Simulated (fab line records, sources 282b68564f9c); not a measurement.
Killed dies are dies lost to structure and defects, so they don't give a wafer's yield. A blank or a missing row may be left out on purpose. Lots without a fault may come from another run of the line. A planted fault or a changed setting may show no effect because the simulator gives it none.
Chamber matching | flow rit_cmos | RIT_GATE_ETCH_19 on rie_si-01: 4 sister chambers
The step etches poly-Si in SF6/CHF3/O2, stops on SiO2, time 165 s, target depth 312.5 nm. 8 wafers are shown with their chamber, then 6 later ones without.

WAFERS WITH THEIR CHAMBER
wafer  | chamber | he_backside_leak_sccm (sccm) | throttle_valve_pct (%)
L891.6 | 3       | 2.4                          | 10.15
L895.2 | 0       | 3.4                          | 10.26
L895.6 | 3       | 2.4                          | 10.17
L902.1 | 0       | 3.3                          | 10.25
L902.2 | 2       | 2.6                          | 10.29
L907.4 | 1       | 2.4                          | 10.26
L907.5 | 2       | 2.6                          | 10.30
L907.6 | 1       | 2.5                          | 10.27

WAFERS WITHOUT THEIR CHAMBER
wafer  | he_backside_leak_sccm (sccm) | throttle_valve_pct (%)
L909.2 | 2.4                          | 10.16
L909.3 | 3.3                          | 10.24
L909.5 | 3.4                          | 10.25
L911.1 | 2.5                          | 10.16
L911.3 | 2.4                          | 10.30
L911.5 | 2.4                          | 10.29

WHICH CHAMBER EACH WENT THROUGH
wafer  | from the rows above     | in truth
L909.2 | 3                       | 3
L909.3 | 0                       | 0
L909.5 | 0                       | 0
L911.1 | 3                       | 3
L911.3 | can't be placed: 1 or 2 | 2
L911.5 | can't be placed: 1 or 2 | 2
Placed correctly: 4 of 6. Can't be placed from these rows: 2 (the true chamber is among the candidates in 2). Placed wrongly: 0.
How it was worked out, from the rows above alone: a wafer's distance from a chamber is the root of the sum, over the readings, of the square of ((its reading less the chamber's mean) divided by the reading's scatter). The wafer belongs to the nearest chamber; if the next one is less than 2 further off, it can't be placed. A chamber's mean is the mean of its shown wafers. The scatter: the root of (the sum of the squares of (reading less its chamber's mean) over the shown wafers, divided by (wafers less chambers)).
